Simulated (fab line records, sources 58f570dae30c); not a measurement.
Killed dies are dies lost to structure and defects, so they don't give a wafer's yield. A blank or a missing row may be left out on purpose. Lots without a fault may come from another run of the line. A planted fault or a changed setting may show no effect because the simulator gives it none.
Which tool did it? | flow berkeley_cmos170 | 14 lots, 42 wafers sampled, at 4 steps of a route of 331

WHAT THE GAUGES READ, wafer by wafer
UCB170_SILICIDE_THK_MEAS_03: measures by xrf. Usual: SILICIDE_TI_THK 30.1 nm, standard deviation 0.41.
lot  | measured     | on            | SILICIDE_TI_THK (nm) | flag
L929 | day 8 03:01  | film_metro-04 | 30.0 30.1 29.6       |
L930 | day 8 03:14  | film_metro-01 | 30.3 30.6 30.2       |
L932 | day 8 09:28  | film_metro-03 | 30.3 30.1 30.5       |
L931 | day 8 09:58  | film_metro-01 | 30.2 30.1 30.6       |
L935 | day 9 05:39  | film_metro-03 | 30.3 30.4 30.1       |
L936 | day 9 06:19  | film_metro-04 | 30.0 30.3 30.2       |
L937 | day 9 15:24  | film_metro-03 | 29.7 29.5 30.2       |
L939 | day 9 15:35  | film_metro-03 | 29.5 29.0 29.2       |
L938 | day 9 15:49  | film_metro-01 | 31.0 30.5 30.4       |
L942 | day 11 02:40 | film_metro-04 | 30.0 30.5 30.8       |
L944 | day 11 02:49 | film_metro-03 | 30.1 29.9 29.7       |
L943 | day 11 03:10 | film_metro-03 | 29.9 29.7 29.4       |
L950 | day 12 09:07 | film_metro-03 | 30.4 30.0 30.4       |
L949 | day 12 09:14 | film_metro-04 | 29.9 30.4 30.3       |

UCB170_CONTACT_CD_MEAS_90: target cd 700 nm. Usual: cd_nm 699.9 nm, standard deviation 1.4.
lot  | measured     | on        | cd_nm (nm)        | flag
L929 | day 8 07:26  | cd_sem-01 | 702.4 701.5 701.2 |
L930 | day 8 08:14  | cd_sem-01 | 698.7 698.6 697.6 |
L932 | day 8 15:46  | cd_sem-01 | 697.3 698.7 699.0 |
L931 | day 8 16:36  | cd_sem-01 | 699.5 701.2 701.3 |
L935 | day 9 10:25  | cd_sem-01 | 700.3 700.3 700.5 |
L936 | day 9 11:12  | cd_sem-01 | 700.4 698.3 698.4 |
L937 | day 9 19:49  | cd_sem-02 | 699.8 699.6 698.7 |
L939 | day 9 19:59  | cd_sem-01 | 700.1 701.3 699.6 |
L938 | day 9 21:58  | cd_sem-02 | 702.2 702.2 700.8 |
L942 | day 11 07:52 | cd_sem-01 | 702.5 700.2 702.2 |
L944 | day 11 07:11 | cd_sem-01 | 698.5 699.1 699.9 |
L943 | day 11 09:07 | cd_sem-02 | 700.8 699.4 696.7 |
L950 | day 12 14:50 | cd_sem-02 | 700.7 700.6 700.7 |
L949 | day 12 14:58 | cd_sem-01 | 699.8 699.4 698.0 |

UCB170_M2_OVL_MEAS_16. Usual: M2_OVL -1 nm, standard deviation 5.8.
lot  | measured     | on         | M2_OVL (nm) | flag
L929 | day 8 17:18  | overlay-02 | 10 8 7      |
L930 | day 8 18:16  | overlay-02 | 0 -2 0      |
L932 | day 9 00:25  | overlay-02 | -4 1 -6     |
L931 | day 9 02:01  | overlay-02 | 5 2 11      |
L935 | day 9 19:24  | overlay-02 | 9 4 2       |
L936 | day 9 20:47  | overlay-02 | -11 -10 -9  |
L937 | day 10 07:04 | overlay-02 | -7 -4 -6    |
L939 | day 10 07:16 | overlay-02 | -3 -4 5     |
L938 | day 10 08:57 | overlay-02 | -3 -10 -6   |
L942 | day 11 18:13 | overlay-01 | -4 -5 -3    |
L944 | day 11 16:23 | overlay-02 | -11 -4 -7   |
L943 | day 11 21:46 | overlay-02 | -2 -3 0     |
L950 | day 12 23:46 | overlay-02 | -2 -5 -3    |
L949 | day 13 00:23 | overlay-02 | -7 -13 -7   |

WHICH TOOL RAN EACH LOT (tool, then ch and the chambers of the sampled wafers, then the start)
lot  | UCB170_SILICIDE_PRE_CLEAN_00
L929 | pvd_sputter-03, day 8 02:47
L930 | pvd_sputter-02, day 8 03:01
L932 | pvd_sputter-03, day 8 09:15
L931 | pvd_sputter-03, day 8 09:46
L935 | pvd_sputter-01, day 9 05:25
L936 | pvd_sputter-02, day 9 06:06
L937 | pvd_sputter-03, day 9 15:02
L939 | pvd_sputter-02, day 9 15:17
L938 | pvd_sputter-03, day 9 15:35
L942 | pvd_sputter-02, day 11 02:27
L944 | pvd_sputter-01, day 11 02:30
L943 | pvd_sputter-02, day 11 02:56
L950 | pvd_sputter-01, day 12 08:54
L949 | pvd_sputter-03, day 12 09:02
- UCB170_SILICIDE_PRE_CLEAN_00: preclean etch time 60 s.

WHAT THE TOOLS THEMSELVES READ (means of the sampled wafers that have a number; where no wafer has one, the mark that the record gives instead)
The record holds no such reading with a usual standard deviation.

THE ANSWER, worked out from the rows above alone
Rule: a lot is off if the mean of its wafers that have a number lies more than 3 standard deviations from the usual mean. A lot without any number at a reading at which 4 lots or more have one is off too. The other lots that the step has rows for count as sound. The gauges are gone through in route order, then the tools' own readings, and for those a lot's mean is taken as printed above. The first step at which some lot is off is used, and at that step the reading that is off furthest; a lot without a number counts as furthest.
No lot is off at any reading shown: from this, nothing can be told.

WHAT THE SIMULATOR HAD PUT IN
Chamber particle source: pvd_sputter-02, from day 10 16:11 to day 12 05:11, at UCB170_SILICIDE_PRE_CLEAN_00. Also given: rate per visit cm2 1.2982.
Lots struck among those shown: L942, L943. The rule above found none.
